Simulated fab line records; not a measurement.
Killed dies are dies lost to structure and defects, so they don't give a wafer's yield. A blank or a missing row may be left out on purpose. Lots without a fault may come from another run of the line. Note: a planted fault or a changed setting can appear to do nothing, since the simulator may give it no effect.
Which tool was responsible?	flow berkeley cmos170	14 lots with 42 wafers sampled at 5 steps, on a route of 331 steps

WHAT THE GAUGES SHOWED, per wafer
UCB170_PLDD_TW_MEAS_11. Usual: PLDD_TW gives 1006 (standard deviation 5.2).
lot	measured	on	PLDD_TW	flag
L478	day 6 10:14	film metro-02	1008 1013 1009	
L479	day 6 14:37	film metro-04	1010 1004 998	
L480	day 6 14:43	film metro-04	1014 1007 1011	
L482	day 7 01:06	film metro-03	1014 1013 1007	
L484	day 7 02:07	film metro-03	1008 1010 1010	
L485	day 7 14:11	film metro-03	1013 1014 1008	
L491	day 8 19:03	film metro-02	999 994 998	
L490	day 8 18:55	film metro-03	1004 1006 1009	
L493	day 9 03:14	film metro-04	1007 1003 1003	
L498	day 10 05:25	film metro-04	1005 998 999	
L500	day 10 05:29	film metro-03	1003 1004 1009	
L495	day 10 05:43	film metro-03	1006 1007 1003	
L496	day 10 06:19	film metro-03	1005 1004 1003	
L501	day 10 11:03	film metro-02	1007 1010 1015	

UCB170_NLDD_TW_MEAS_11. Usual: NLDD_TW gives 2209 (standard deviation 12).
lot	measured	on	NLDD_TW	flag
L478	day 6 12:10	film metro-03	2228 2224 2228	
L479	day 6 16:22	film metro-02	2207 2228 2212	
L480	day 6 16:38	film metro-04	2213 2202 2210	
L482	day 7 03:28	film metro-04	2204 2202 2188	
L484	day 7 04:17	film metro-03	2220 2230 2225	
L485	day 7 16:07	film metro-03	2204 2230 2231	
L491	day 8 21:08	film metro-03	2218 2203 2210	
L490	day 8 21:03	film metro-04	2211 2219 2212	
L493	day 9 05:38	film metro-03	2218 2218 2223	
L498	day 10 08:04	film metro-04	2200 2203 2219	
L500	day 10 08:08	film metro-03	2204 2224 2198	
L495	day 10 08:26	film metro-03	2217 2213 2210	
L496	day 10 09:13	film metro-04	2202 2199 2216	
L501	day 10 13:23	film metro-03	2204 2209 2219	

UCB170_NSD_CD_MEAS_06: the cd target is 1200 nm. Usual: cd nm 1200.1 nm, standard deviation 1.5.
lot	measured	on	cd nm (nm)	flag
L478	day 7 00:29	cd sem-02	1198.9 1200.6 1199.3	
L479	day 7 00:40	cd sem-02	1202.0 1200.8 1200.1	
L480	day 7 00:55	cd sem-02	1201.8 1200.5 1201.1	
L482	day 7 11:10	cd sem-02	1198.0 1197.5 1198.8	
L484	day 7 10:55	cd sem-01	1199.9 1201.9 1201.5	
L485	day 7 23:10	cd sem-01	1202.2 1202.2 1200.9	
L491	day 9 04:58	cd sem-02	1200.8 1200.3 1201.4	
L490	day 9 04:32	cd sem-01	1199.5 1199.8 1200.4	
L493	day 9 14:01	cd sem-02	1196.8 1196.9 1197.6	
L498	day 10 16:48	cd sem-02	- - -	OFF
L500	day 10 17:14	cd sem-01	- - -	OFF
L495	day 10 17:32	cd sem-01	1203.1 1203.1 1202.8	
L496	day 10 19:03	cd sem-01	1199.3 1199.4 1199.1	
L501	day 10 21:18	cd sem-01	1199.6 1198.5 1198.8	

EACH LOT AND THE TOOL THAT RAN IT (in order: tool; ch and the chambers of the sampled wafers; start)
lot	UCB170_GATE_ETCH_15	UCB170_NSD_COAT_01
L478	rie si-02 ch 0,1,2, day 6 08:04	litho track-01 ch 0, day 6 22:45
L479	rie si-01 ch 0,2,3, day 6 12:32	litho track-04 ch 0, day 6 23:02
L480	rie si-02 ch 0,1,3, day 6 12:46	litho track-04 ch 0, day 6 23:28
L482	rie si-02 ch 0,1,3, day 6 22:06	litho track-02 ch 0, day 7 10:02
L484	rie si-02 ch 0,1, day 6 22:28	litho track-01 ch 0, day 7 09:56
L485	rie si-01 ch 0,2,3, day 7 11:16	litho track-04 ch 0, day 7 22:29
L491	rie si-01 ch 0,2,3, day 8 15:38	litho track-01 ch 0, day 9 03:40
L490	rie si-02 ch 2,3, day 8 15:53	litho track-04 ch 0, day 9 03:15
L493	rie si-01 ch 0,2,3, day 9 01:17	litho track-01 ch 0, day 9 12:38
L498	rie si-01 ch 0,2, day 10 02:19	litho track-04, day 10 14:53
L500	rie si-02 ch 0,2,3, day 10 02:22	litho track-01, day 10 15:13
L495	rie si-01 ch 0,3, day 10 02:41	litho track-04 ch 0, day 10 15:48
L496	rie si-02 ch 0,3, day 10 02:56	litho track-04 ch 0, day 10 17:56
L501	rie si-01 ch 0,1,2, day 10 09:01	litho track-04 ch 0, day 10 20:29
- UCB170_GATE_ETCH_15: etches poly-Si in HBr/Cl2, stops on SiO2, time 56.3 s, target depth 278.2 nm.
- UCB170_NSD_COAT_01: resist thk 900 nm.

AS READ BY THE TOOLS THEMSELVES (means over the sampled wafers that have a number; for cases with no such wafer, the mark the record gives instead)
UCB170_GATE_ETCH_15. Usual: HBr_flow_sccm 150.0 sccm, standard deviation 0.44; drypump motor current A 6.0 A, standard deviation 0.55; oes product au 0.835 a.u., standard deviation 0.012; throttle valve pct 26.45 %, standard deviation 0.24.
lot	tool	HBr_flow_sccm (sccm)	drypump motor current A (A)	oes product au (a.u.)	throttle valve pct (%)	flag
L478	rie si-02	149.9	6.0	0.823	26.33	
L479	rie si-01	150.2	6.0	0.843	26.59	
L480	rie si-02	149.8	6.1	0.826	26.44	
L482	rie si-02	149.9	6.1	0.817	26.44	
L484	rie si-02	149.7	6.4	0.829	26.47	
L485	rie si-01	150.2	6.0	0.842	26.59	
L491	rie si-01	150.4	6.0	0.849	26.58	
L490	rie si-02	150.4	5.9	0.833	26.26	
L493	rie si-01	150.1	6.0	0.845	26.59	
L498	rie si-01	150.0	5.4	0.844	26.38	
L500	rie si-02	150.1	5.8	0.826	26.30	
L495	rie si-01	150.3	6.3	0.842	26.66	
L496	rie si-02	150.4	5.8	0.836	26.46	
L501	rie si-01	149.4	5.6	0.842	26.37	

UCB170_NSD_COAT_01. Usual: chill plate temp C 22.99 C, standard deviation 0.1; dispense pressure kPa 54 kPa, standard deviation 6.
lot	tool	chill plate temp C (C)	dispense pressure kPa (kPa)	flag
L478	litho track-01	22.86	47	
L479	litho track-04	22.93	59	
L480	litho track-04	22.92	59	
L482	litho track-02	22.92	59	
L484	litho track-01	23.04	47	
L485	litho track-04	23.01	59	
L491	litho track-01	23.06	47	
L490	litho track-04	23.09	59	
L493	litho track-01	23.07	47	
L498	litho track-04	-	-	OFF
L500	litho track-01	-	-	OFF
L495	litho track-04	22.99	59	
L496	litho track-04	23.05	59	
L501	litho track-04	22.88	59	

THE ANSWER, worked out from the rows above alone
Rule: lot off if the mean of its wafers having a number is beyond 3 standard deviations from the usual mean. Also off: a lot with no number at a reading for which 4 or more lots have one. Any other lot the step has rows for is counted as sound. First the gauges in route order, then the tools' own readings, where a lot's mean is used as printed above. The first step at which some lot is off is used, and at that step the reading that is off furthest; a lot without a number counts as furthest.
Off: L498, L500 (UCB170_NSD_CD_MEAS_06, cd nm). Without a number there: L498, L500.
If a tool, at a process step before that reading, ran all the lots that are off and no sound lot after the first of them, it fits. Not tried: the gauges at UCB170_NSD_CD_MEAS_06; whatever is off there is also off at UCB170_NSD_COAT_01, on other tools, and gauge error can't account for it. No candidate that was tried fits.

WHAT HAD BEEN PUT IN BY THE SIMULATOR
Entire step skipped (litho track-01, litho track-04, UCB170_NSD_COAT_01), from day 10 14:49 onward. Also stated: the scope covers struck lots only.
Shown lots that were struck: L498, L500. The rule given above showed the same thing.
